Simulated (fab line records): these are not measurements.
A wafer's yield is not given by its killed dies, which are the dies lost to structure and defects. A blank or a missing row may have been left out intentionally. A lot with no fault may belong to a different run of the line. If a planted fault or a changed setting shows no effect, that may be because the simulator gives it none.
One fault through the eyes of 2 desks    flow rit cmos    each desk has only its own numbers; what lay behind them comes last

## THE TOOL OWNER'S DESK: iline stepper-01
The tool's own readings at RIT_NLDD_EXPOSE_03 (exposes mask M7, target cd 40700 nm): means of the sampled wafers that have a number, for each lot that ran on this tool. The brackets show how far a lot's mean lies from the usual mean; more than 4 standard deviations puts the lot out of limits, marked OUT.
Columns: A = reticle temp C at RIT_NLDD_EXPOSE_03, usual 22.98 C
lot   first seen here  A
L210  day 2 22:47      22.95
L211  day 3 00:38      22.91
L213  day 3 15:05      22.98
L214  day 3 22:23      23.00
L217  day 4 04:47      22.85
L218  day 4 09:24      23.05
L219  day 4 15:47      22.89
L221  day 5 01:40      22.89
L226  day 6 02:03      22.91
Finding of this desk: none of the 9 lots has anything out of limits.

## METROLOGY DESK
What the gauges read for every lot (on any tool): the sampled wafers with a number, averaged. The brackets show how far a lot's mean lies from the usual mean; more than 4 standard deviations puts the lot out of limits, marked OUT.
Columns: A = FIELD_OXIDE_LEFT_1_THK at RIT_FOX2_THK_MEAS_90, usual 325 nm; B = NWELL_TW at RIT_NWELL_TW_MEAS_10, usual 2137; C = NLDD_OVL at RIT_NLDD_OVL_MEAS_06, usual 0.1 nm; D = PLDD_OVL at RIT_PLDD_OVL_MEAS_06, usual 0.4 nm
lot   first seen here  A    B     C                         D
L210  day 1 19:31      329  2131  -0.7                      -0.2
L211  day 2 00:13      330  2119  -0.8                      -1.4
L212  day 2 08:31      327  2150  1.3                       -1.4
L213  day 2 15:34      332  2125  0.6                       1.4
L214  day 2 22:03      337  2133  1.0                       2.2
L215  day 2 22:16      328  2122  -1.0                      1.5
L217  day 3 07:30      322  2150  1.2                       1.4
L218  day 3 11:47      317  2147  -0.1                      0.6
L219  day 3 18:08      324  2117  -149.1 (-99 or more) OUT  0.6
L221  day 4 03:15      311  2133  -149.3 (-99 or more) OUT  -2.0
L226  day 5 04:46      315  2160  -151.5 (-99 or more) OUT  -0.1
L228  day 5 13:31      323  2123  0.7                       0.9
L230  day 5 23:25      321  2159  0.7                       1.7
L231  day 6 05:20      309  2115  -0.4                      -0.8
L233  day 6 14:14      332  2141  0.4                       1.2
This desk reports L219, L221, L226 out of limits; the earliest was L219 at day 4 16:10 (NLDD_OVL at RIT_NLDD_OVL_MEAS_06). L210, L211, L212, L213, L214, L215, L217, L218, L228, L230, L231, L233: within limits.

## TAKEN TOGETHER
Metrology desk: alarm possible at day 4 16:10 on L219, L221, L226.
The tool owner's desk saw nothing out of limits.
Tool owner's desk: L219, L221, L226 on record, inside its limits.
All the named lots went through RIT_NLDD_EXPOSE_03 on iline stepper-01.

## WHAT THE SIMULATOR HAD INSERTED
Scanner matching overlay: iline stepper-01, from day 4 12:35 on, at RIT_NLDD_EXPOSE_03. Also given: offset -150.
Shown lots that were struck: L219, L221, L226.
Hours from the fault's start to each desk's first reading out of limits: the metrology desk, 4.
